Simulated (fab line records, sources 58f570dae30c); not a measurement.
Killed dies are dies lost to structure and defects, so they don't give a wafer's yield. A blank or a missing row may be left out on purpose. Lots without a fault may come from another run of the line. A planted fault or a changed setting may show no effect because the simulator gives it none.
Tool commonality check | flow berkeley_cmos170 | 14 lots, 42 wafers sampled

WHY IT WAS OPENED
At UCB170_PVT_TW_MEAS_09 the reading PVT_TW is flagged on 2 of 14 lots. Wafers without a fault read 506, standard deviation 4.
Rule: a lot is flagged when every wafer of it that has a number lies more than 4 standard deviations from that mean, or none has a number. The other lots count as sound.

lot  | measured     | on            | PVT_TW, wafer by wafer | flag
L575 | day 5 21:10  | film_metro-01 | 497 498 500            |
L577 | day 6 05:20  | film_metro-04 | 510 507 506            |
L576 | day 6 06:02  | film_metro-03 | 508 510 505            |
L579 | day 6 15:11  | film_metro-04 | 506 508 508            |
L580 | day 6 15:13  | film_metro-03 | 508 505 508            |
L578 | day 6 15:29  | film_metro-03 | 508 506 506            |
L582 | day 7 06:28  | film_metro-03 | 510 511 511            |
L583 | day 7 16:33  | film_metro-03 | 508 509 507            |
L586 | day 8 04:45  | film_metro-04 | 512 509 508            |
L592 | day 8 22:03  | film_metro-03 | 504 509 509            |
L590 | day 8 22:36  | film_metro-04 | 511 511 513            |
L589 | day 8 22:55  | film_metro-03 | 581 582 582            | FLAGGED
L594 | day 10 00:23 | film_metro-03 | 584 582 586            | FLAGGED
L596 | day 10 03:22 | film_metro-04 | 509 509 507            |
The numbers of the flagged lots are 583 on average: +77 against the usual, or +19 standard deviations.

WHICH TOOL RAN EACH LOT
The record holds 3 process steps before the reading, out of a route of 331 steps. In each cell: the tool, then ch and the chambers that the sampled wafers went through, then the start.
lot  | flag    | UCB170_NWELL_STRIP_15               | UCB170_NVT_STRIP_08                  | UCB170_PVT_IMPLANT_07
L575 |         | plasma_asher-03 ch 0,1, day 2 07:52 | plasma_asher-03 ch 0,1, day 5 18:26  | implanter-02 ch 0, day 5 20:56
L577 |         | plasma_asher-02 ch 0,1, day 2 16:52 | plasma_asher-04 ch 0,1, day 6 01:29  | implanter-01 ch 0, day 6 05:05
L576 |         | plasma_asher-02 ch 0, day 2 11:08   | plasma_asher-04 ch 0,1, day 6 01:13  | implanter-01 ch 0, day 6 05:48
L579 |         | plasma_asher-03 ch 0,1, day 3 04:08 | plasma_asher-03 ch 0,1, day 6 12:35  | implanter-01 ch 0, day 6 14:59
L580 |         | plasma_asher-04 ch 0,1, day 3 12:25 | plasma_asher-04 ch 0,1, day 6 12:42  | implanter-03 ch 0, day 6 14:59
L578 |         | plasma_asher-04 ch 0,1, day 2 22:28 | plasma_asher-02 ch 0,1, day 6 12:32  | implanter-03 ch 0, day 6 15:11
L582 |         | plasma_asher-04 ch 0,1, day 3 19:06 | plasma_asher-03 ch 0, day 7 03:37    | implanter-03 ch 0, day 7 06:13
L583 |         | plasma_asher-03 ch 0,1, day 4 04:25 | plasma_asher-03 ch 0,1, day 7 14:04  | implanter-02 ch 0, day 7 16:20
L586 |         | plasma_asher-04 ch 0,1, day 4 20:34 | plasma_asher-03 ch 1, day 8 00:05    | implanter-01 ch 0, day 8 04:31
L592 |         | plasma_asher-03 ch 0,1, day 6 00:17 | plasma_asher-04 ch 0,1, day 8 18:42  | implanter-01 ch 0, day 8 21:48
L590 |         | plasma_asher-03 ch 1, day 5 10:03   | plasma_asher-02 ch 0,1, day 8 19:14  | implanter-01 ch 0, day 8 22:21
L589 | FLAGGED | plasma_asher-02 ch 0,1, day 5 10:05 | plasma_asher-03 ch 0,1, day 8 19:29  | implanter-02 ch 0, day 8 22:43
L594 | FLAGGED | plasma_asher-04 ch 0,1, day 6 09:37 | plasma_asher-02 ch 0,1, day 9 21:23  | implanter-02 ch 0, day 10 00:10
L596 |         | plasma_asher-04 ch 0,1, day 6 12:32 | plasma_asher-04 ch 0,1, day 10 01:16 | implanter-03 ch 0, day 10 03:07
What these steps do:
- UCB170_NWELL_STRIP_15: strips in O2.
- UCB170_NVT_STRIP_08: strips in O2.
- UCB170_PVT_IMPLANT_07
- UCB170_PVT_TW_MEAS_09

FLAGGED OVER TOTAL, TOOL BY TOOL (the gauges that took the reading come last)
step                  | tool            | lots run | flagged | share of the flagged lots | sound lots run after its first flagged lot
UCB170_NWELL_STRIP_15 | plasma_asher-02 | 3        | 1       | some                      | 0
UCB170_NWELL_STRIP_15 | plasma_asher-03 | 5        | 0       | none                      | -
UCB170_NWELL_STRIP_15 | plasma_asher-04 | 6        | 1       | some                      | 1 (L596)
UCB170_NVT_STRIP_08   | plasma_asher-02 | 3        | 1       | some                      | 0
UCB170_NVT_STRIP_08   | plasma_asher-03 | 6        | 1       | some                      | 0
UCB170_NVT_STRIP_08   | plasma_asher-04 | 5        | 0       | none                      | -
UCB170_PVT_IMPLANT_07 | implanter-01    | 6        | 0       | none                      | -
UCB170_PVT_IMPLANT_07 | implanter-02    | 4        | 2       | all                       | 0
UCB170_PVT_IMPLANT_07 | implanter-03    | 4        | 0       | none                      | -
UCB170_PVT_TW_MEAS_09 | film_metro-01   | 1        | 0       | none                      | -
UCB170_PVT_TW_MEAS_09 | film_metro-03   | 8        | 2       | all                       | 0
UCB170_PVT_TW_MEAS_09 | film_metro-04   | 5        | 0       | none                      | -

WHAT THE TABLE ALLOWS
2 rows of the table ran every flagged lot: implanter-02 at UCB170_PVT_IMPLANT_07, film_metro-03 at UCB170_PVT_TW_MEAS_09.
- implanter-02 at UCB170_PVT_IMPLANT_07: 2 of its 4 lots flagged. Its last sound lot is L583 (day 7 16:20), its first flagged lot L589 (day 8 22:43): a fault that began between those two fits. Its own readings lie more than 4 standard deviations out on every wafer of the flagged lots: dose_ions_cm2, faraday_current_uA.
- film_metro-03 at UCB170_PVT_TW_MEAS_09: 2 of its 8 lots flagged. Its last sound lot is L592 (day 8 22:03), its first flagged lot L589 (day 8 22:55): a fault that began between those two fits.
Counting lots can't tell these 2 tools apart, because each fits a fault that began at some hour. More lots, or a look at what each step does to the wafer, might.

WHAT THE SIMULATOR HAD PUT IN
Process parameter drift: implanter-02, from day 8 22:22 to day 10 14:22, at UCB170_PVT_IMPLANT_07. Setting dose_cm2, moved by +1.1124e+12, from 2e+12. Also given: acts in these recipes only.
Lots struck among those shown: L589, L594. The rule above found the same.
